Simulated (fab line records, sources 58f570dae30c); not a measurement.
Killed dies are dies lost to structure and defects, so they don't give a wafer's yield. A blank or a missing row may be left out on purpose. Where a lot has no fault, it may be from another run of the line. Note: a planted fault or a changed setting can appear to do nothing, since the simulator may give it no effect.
Split-lot trial	flow berkeley-cmos170	route with 331 steps; 5 lots, 23 wafers read

ON THE SPLIT
At UCB170_NVT_IMPLANT_07, the setting dose-cm2 was moved away from the recipe's 3e+12 on 6 of the 23 wafers read, by -5.7% to -4.1%. For the rest of the wafers, this setting stayed at what the recipe calls for.

BETWEEN THE SPLIT AND THE READING: the file shows 1 step in between
- UCB170_NVT_STRIP_08: strips in O2

THE READING
NVT_TW, at UCB170_NVT_TW_MEAS_09. A value of 522.9 with a standard deviation of 2.2 is what fault-free wafers of this fab line usually give.

wafer	tool, chamber at the split	dose-cm2 as run	against the recipe	NVT_TW	against lot-mates on the recipe
L074.1	implanter-01, 0	2.878e+12	-4.1%	513.7	-10.2
L074.2	implanter-01, 0	3e+12	recipe	523.9	-
L074.3	implanter-01, 0	3e+12	recipe	523.9	-
L074.4	implanter-01, 0	2.878e+12	-4.1%	514.8	-9.1
L074.5	implanter-01, 0	2.878e+12	-4.1%	516.8	-7.1
L077.2	implanter-04, 0	3e+12	recipe	525.1	-
L077.3	implanter-04, 0	3e+12	recipe	522.1	-
L077.4	implanter-04, 0	3e+12	recipe	527.3	-
L077.5	implanter-04, 0	3e+12	recipe	525.5	-
L077.6	implanter-04, 0	3e+12	recipe	526.4	-
L082.1	implanter-01, 0	2.828e+12	-5.7%	510.0	-10.0
L082.2	implanter-01, 0	3e+12	recipe	519.0	-
L082.3	implanter-01, 0	3e+12	recipe	521.1	-
L082.4	implanter-01, 0	2.828e+12	-5.7%	511.5	-8.5
L082.6	implanter-01, 0	2.828e+12	-5.7%	510.7	-9.3
L083.1	implanter-01, 0	3e+12	recipe	523.1	-
L083.2	implanter-01, 0	3e+12	recipe	520.5	-
L083.3	implanter-01, 0	3e+12	recipe	523.5	-
L083.4	implanter-01, 0	3e+12	recipe	521.7	-
L083.5	implanter-01, 0	3e+12	recipe	521.5	-
L084.1	implanter-02, 0	3e+12	recipe	521.0	-
L084.3	implanter-02, 0	3e+12	recipe	520.2	-
L084.5	implanter-02, 0	3e+12	recipe	518.4	-

FIT RESULTS
A straight line over all 23 wafers: NVT_TW changes by +2 for each +1% of dose-cm2; r = +0.89; the points scatter about the line by 2.3.
The same after taking each lot's own level away (the mean of its wafers on the recipe; 23 wafers): +1.79 for each +1%; r = +0.94; scatter 1.4.
The reading moves by 10 for the largest change in dose-cm2, on that fit.
Measured against the standard deviation above, the lots' own levels, which go from 519.87 to 525.28, span 2.5 times it.
So the lot-to-lot level changes the slope: the two fits differ.
Check: with one of the wafers moved furthest among these (-5.7%) left out of the fit, the line predicts -10.4 for it against its lot-mates. Against them it came out at -10.

ADDITIONAL SPLITS CARRIED BY THESE WAFERS
These wafers also went through other splits before the reading. Each is held against what the fit with the lots' levels taken away leaves over:
other split on the same wafers	wafers away from the commonest value	r with NVT_TW (lot level and that fit taken away)
UCB170_NWELL_OXIDATION_01 temp-c	18	-0.25
UCB170_NWELL_IMPLANT_14 energy-kev	10	+0.12
UCB170_PWELL_OXIDATION_02 temp-c	18	-0.27
UCB170_PWELL_IMPLANT_15 energy-kev	12	-0.01
UCB170_ACTIVE_EXPOSE_10 dose-mj	9	-0.01
UCB170_ACTIVE_ETCH_15 rf-w	7	-0.13
UCB170_PFIELD_IMPLANT_07 energy-kev	6	+0.09

THE FILE'S OWN FIT
NVT_TW changes by +1.8 for each +1% of dose-cm2, r = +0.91.
